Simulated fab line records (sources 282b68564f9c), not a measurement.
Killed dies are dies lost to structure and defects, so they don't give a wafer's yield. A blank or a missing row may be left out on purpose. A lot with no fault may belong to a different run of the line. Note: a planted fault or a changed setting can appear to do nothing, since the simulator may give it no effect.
A lot that was struck, set against a sound lot    flow rit_cmos    14 out of 202 route steps
Sound: the wafers L414.1, L414.4, L414.6. The struck wafers were L422.2, L422.3, L422.6. The cause is given at the end.
For every step that has rows: the tool of each side, followed by ch and its chambers, followed by its first start. Under that, the readings that differ: sound wafers    struck wafers    difference of the means    sigmas: that difference in standard deviations of wafers without a fault.
alike: readings with means less than 2 such deviations apart, plus words and numbers identical on both sides. not compared: withheld readings, readings lacking a value on some wafer, bounds such as >300 that could conceal the same value, and numbers that have no deviation in the record and whose values overlap.
The two part at a step that has a row with sigmas, a row that says differs or no value, or rows on one side only. Non-overlapping numbers with no deviation appear without sigmas and do not part them. Lack of a reading on every wafer of one side parts them only where that side has two or more wafers.

first, 4 steps without rows for these wafers: RIT_NLDD_SOFTBAKE_02 (time 60 s); RIT_NLDD_EXPOSE_03 (exposes mask M7, target cd 40700 nm); RIT_NLDD_PEB_04; RIT_NLDD_DEVELOP_05 (develop time 50 s).
RIT_NLDD_OVL_MEAS_06:
  sound on overlay-01, day 2 23:12; struck on overlay-01, day 4 15:19
reading        sound           struck       difference  sigmas
NLDD_OVL (nm)  -1.0 -0.2 -1.7  3.0 3.5 0.9  +3.4        +2
then, 2 steps without rows for these wafers: RIT_NLDD_HARDBAKE_07 (time 60 s); RIT_NLDD_IMPLANT_08.
RIT_NLDD_STRIP_09: strips in O2, time 180 s.
  sound on plasma_asher-04 ch 0,1, day 2 23:32; struck on plasma_asher-01 ch 0, day 4 15:39
  alike: drypump_motor_current_A
  not compared: rf_hours_counter_h
RIT_NLDD_TW_MEAS_10:
  sound on film_metro-03, day 2 23:43; struck on film_metro-03, day 4 15:50
  alike: NLDD_TW
then, 3 steps without rows for these wafers: RIT_PLDD_HMDS_00 (prime time 60 s); RIT_PLDD_COAT_01 (resist thk 1000 nm); RIT_PLDD_SOFTBAKE_02 (time 60 s).
RIT_PLDD_EXPOSE_03: exposes mask M8, target cd 40900 nm.
  sound on iline_stepper-02 ch 0, day 3 00:20; struck on iline_stepper-02, day 4 16:21
  no value came back on the struck wafers for exposure_dose_mJ_cm2, focus_offset_nm (nm); on the sound wafers exposure_dose_mJ_cm2 reads 250.11 249.89 249.89
  alike: mask
after that, 1 step had no rows for these wafers: RIT_PLDD_PEB_04.

== WHERE THEY PART ==
At RIT_NLDD_OVL_MEAS_06 first; at RIT_PLDD_EXPOSE_03 last (within this record only).

WHY: what the simulator had put in
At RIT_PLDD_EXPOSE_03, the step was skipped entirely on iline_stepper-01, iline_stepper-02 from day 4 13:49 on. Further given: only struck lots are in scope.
